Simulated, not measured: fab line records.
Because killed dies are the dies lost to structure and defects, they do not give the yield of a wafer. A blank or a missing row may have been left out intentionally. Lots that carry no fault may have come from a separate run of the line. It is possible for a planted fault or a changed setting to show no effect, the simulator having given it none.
Which tool was responsible? | flow ritCmos | 45 wafers from 15 lots sampled at 2 of the route's 202 steps

WHAT THE GAUGES SHOWED, per wafer
The record holds no reading of a measuring or inspecting step that can be judged against a usual standard deviation.

WHICH TOOL RAN EACH LOT (tool, then ch and the chambers of the sampled wafers, then the start)
lot  | RIT_M1_ANNEAL_15             | RIT_M1_PROBE_99
L335 | furnace-02 ch 0, day 3 12:34 | prober-01, day 3 14:11
L336 | furnace-02 ch 0, day 3 18:32 | prober-02, day 3 20:09
L337 | furnace-02 ch 0, day 4 04:08 | prober-01, day 4 05:45
L338 | furnace-02 ch 0, day 4 08:45 | prober-02, day 4 10:28
L339 | furnace-02 ch 0, day 4 13:16 | prober-01, day 4 14:53
L340 | furnace-02 ch 0, day 4 18:07 | prober-02, day 4 19:44
L341 | furnace-02 ch 0, day 5 00:48 | prober-01, day 5 02:25
L342 | furnace-02 ch 0, day 5 07:09 | prober-02, day 5 08:46
L343 | furnace-02 ch 0, day 5 09:49 | prober-01, day 5 11:29
L344 | furnace-02 ch 0, day 5 12:32 | prober-02, day 5 14:16
L345 | furnace-02 ch 0, day 5 16:44 | prober-01, day 5 18:28
L346 | furnace-02 ch 0, day 5 20:16 | prober-02, day 5 21:59
L347 | furnace-02 ch 0, day 6 01:11 | prober-01, day 6 02:51
L348 | furnace-02 ch 0, day 6 05:23 | prober-02, day 6 07:10
L349 | furnace-02 ch 0, day 6 13:18 | prober-01, day 6 14:55
- RIT_M1_ANNEAL_15: time 1800 s.
- RIT_M1_PROBE_99

AS READ BY THE TOOLS THEMSELVES (means over the sampled wafers that have a number; for cases with no such wafer, the mark the record gives instead)
RIT_M1_ANNEAL_15. Usual: spikeTcCentreC 453.4 C, standard deviation 0.99; spikeTcLoadC 469.3 C, standard deviation 1.1; spikeTcSourceC 469.7 C, standard deviation 1; tubeCenterTempC 450 C, standard deviation 0.039; tube_center_temp_C_max 451.17, standard deviation 0.19; zonePowerCentrePct 20.18 %, standard deviation 0.2; zonePowerLoadPct 6.76 %, standard deviation 0.072; zonePowerSourcePct 7.27 %, standard deviation 0.076.
lot  | tool       | spikeTcCentreC (C) | spikeTcLoadC (C) | spikeTcSourceC (C) | tubeCenterTempC (C) | tube_center_temp_C_max | zonePowerCentrePct (%) | zonePowerLoadPct (%) | zonePowerSourcePct (%) | flag
L335 | furnace-02 | 453.9              | 469.2            | 469.5              | 450                 | 451.11                 | 20.02                  | 6.73                 | 7.23                   | 
L336 | furnace-02 | 453.9              | 468.3            | 470.1              | 450                 | 451.15                 | 20.19                  | 6.79                 | 7.23                   | 
L337 | furnace-02 | 454.0              | 468.7            | 470.0              | 450                 | 451.03                 | 20.32                  | 6.77                 | 7.25                   | 
L338 | furnace-02 | 453.9              | 469.1            | 469.7              | 450                 | 451.05                 | 20.29                  | 6.75                 | 7.28                   | 
L339 | furnace-02 | 452.8              | 469.4            | 470.2              | 450                 | 451.24                 | 20.06                  | 6.82                 | 7.28                   | 
L340 | furnace-02 | 453.4              | 468.3            | 469.3              | 450                 | 451.27                 | 20.35                  | 6.74                 | 7.20                   | 
L341 | furnace-02 | 453.0              | 469.4            | 469.8              | 450                 | 451.42                 | 20.45                  | 6.78                 | 7.25                   | 
L342 | furnace-02 | 453.5              | 468.8            | 468.8              | 450                 | 451.04                 | 20.24                  | 6.76                 | 7.30                   | 
L343 | furnace-02 | 452.9              | 469.8            | 469.9              | 450                 | 451.16                 | 20.16                  | 6.75                 | 7.26                   | 
L344 | furnace-02 | 452.7              | 470.0            | 470.2              | 450                 | 451.00                 | 20.22                  | 6.76                 | 7.27                   | 
L345 | furnace-02 | 453.5              | 469.5            | 469.5              | 450                 | 451.18                 | 19.84                  | 6.80                 | 7.32                   | 
L346 | furnace-02 | 498.8              | 516.0            | 515.4              | 495                 | 496.05                 | 22.22                  | 7.93                 | 8.48                   | OFF
L347 | furnace-02 | 499.0              | 514.7            | 515.6              | 495                 | 496.15                 | 22.33                  | 7.82                 | 8.51                   | OFF
L348 | furnace-02 | 498.7              | 515.4            | 514.9              | 495                 | 495.95                 | 22.41                  | 7.82                 | 8.52                   | OFF
L349 | furnace-02 | 498.9              | 515.3            | 516.1              | 495                 | 496.15                 | 22.51                  | 7.85                 | 8.48                   | OFF

RIT_M1_PROBE_99. Usual: defectLimitedYield 97.4 %, standard deviation 1.2; killedAtContacts 0.1, standard deviation 0.36; killedAtFrontEnd 7, standard deviation 3.1; killedDies 7, standard deviation 3.1; killedOpen 3.6, standard deviation 2.1; killedShort 3.2, standard deviation 1.9.
lot  | tool      | defectLimitedYield (%) | killedAtContacts | killedAtFrontEnd | killedDies | killedOpen | killedShort | flag
L335 | prober-01 | 97.3                   | 0.0              | 7                | 7          | 3.0        | 4.0         | 
L336 | prober-02 | 95.2                   | 0.0              | 13               | 13         | 5.7        | 7.0         | 
L337 | prober-01 | 98.1                   | 0.0              | 5                | 5          | 2.3        | 2.7         | 
L338 | prober-02 | 97.5                   | 0.0              | 7                | 7          | 2.7        | 4.0         | 
L339 | prober-01 | 97.6                   | 0.0              | 6                | 6          | 4.0        | 2.3         | 
L340 | prober-02 | 97.5                   | 0.0              | 7                | 7          | 4.0        | 2.7         | 
L341 | prober-01 | 97.2                   | 0.0              | 7                | 7          | 3.7        | 3.7         | 
L342 | prober-02 | 96.5                   | 1.0              | 8                | 9          | 5.0        | 4.3         | 
L343 | prober-01 | 97.4                   | 0.3              | 7                | 7          | 3.3        | 3.7         | 
L344 | prober-02 | 96.9                   | 0.0              | 8                | 8          | 4.3        | 4.0         | 
L345 | prober-01 | 98.0                   | 0.0              | 5                | 5          | 3.7        | 1.7         | 
L346 | prober-02 | 97.5                   | 0.0              | 7                | 7          | 4.0        | 2.7         | 
L347 | prober-01 | 96.6                   | 0.0              | 9                | 9          | 4.3        | 4.0         | 
L348 | prober-02 | 96.8                   | 0.0              | 8                | 8          | 4.0        | 4.3         | 
L349 | prober-01 | 97.0                   | 0.0              | 8                | 8          | 3.0        | 5.0         | 

THE ANSWER, worked out from the rows above alone
Rule: take the mean of a lot's wafers that have a number; if it is more than 3 standard deviations from the usual mean, the lot is off. Also off: a lot with no number at a reading for which 4 or more lots have one. Where the step has rows for the other lots, those lots are counted as sound. Order of review: gauges by route order, followed by the tools' own readings, for which a lot's mean as printed above is used. The first step at which some lot is off is used, and at that step the reading that is off furthest; a lot without a number counts as furthest.
Off: L346, L347, L348, L349, at RIT_M1_ANNEAL_15 (tubeCenterTempC).
A tool fits if, at that step or a process step before it, it ran every lot that is off, and no sound lot after the first of them. One fits: furnace-02 at RIT_M1_ANNEAL_15. Its last sound lot is L345 (day 5 16:44), its first lot that is off L346 (day 5 20:16): a fault that began between those two fits.
The tool's own readings at RIT_M1_ANNEAL_15 bear it out: on the lots that are off they differ by more than 5 times the standard deviation of the sound lots' means. spikeTcCentreC reads 498.9 C there against 453.4 C on the sound lots; spikeTcLoadC reads 515.4 C there against 469.1 C on the sound lots; spikeTcSourceC reads 515.5 C there against 469.7 C on the sound lots; tubeCenterTempC reads 495 C there against 450 C on the sound lots; tube_center_temp_C_max reads 496.07 there against 451.15 on the sound lots; zonePowerCentrePct reads 22.37 % there against 20.19 % on the sound lots; zonePowerLoadPct reads 7.86 % there against 6.77 % on the sound lots; zonePowerSourcePct reads 8.50 % there against 7.26 % on the sound lots.

WHAT THE SIMULATOR HAD PUT IN
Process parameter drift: furnace-02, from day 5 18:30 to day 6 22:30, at RIT_M1_ANNEAL_15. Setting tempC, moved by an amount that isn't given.
Lots struck among those shown: L346, L347, L348, L349. The same result came from the rule above.
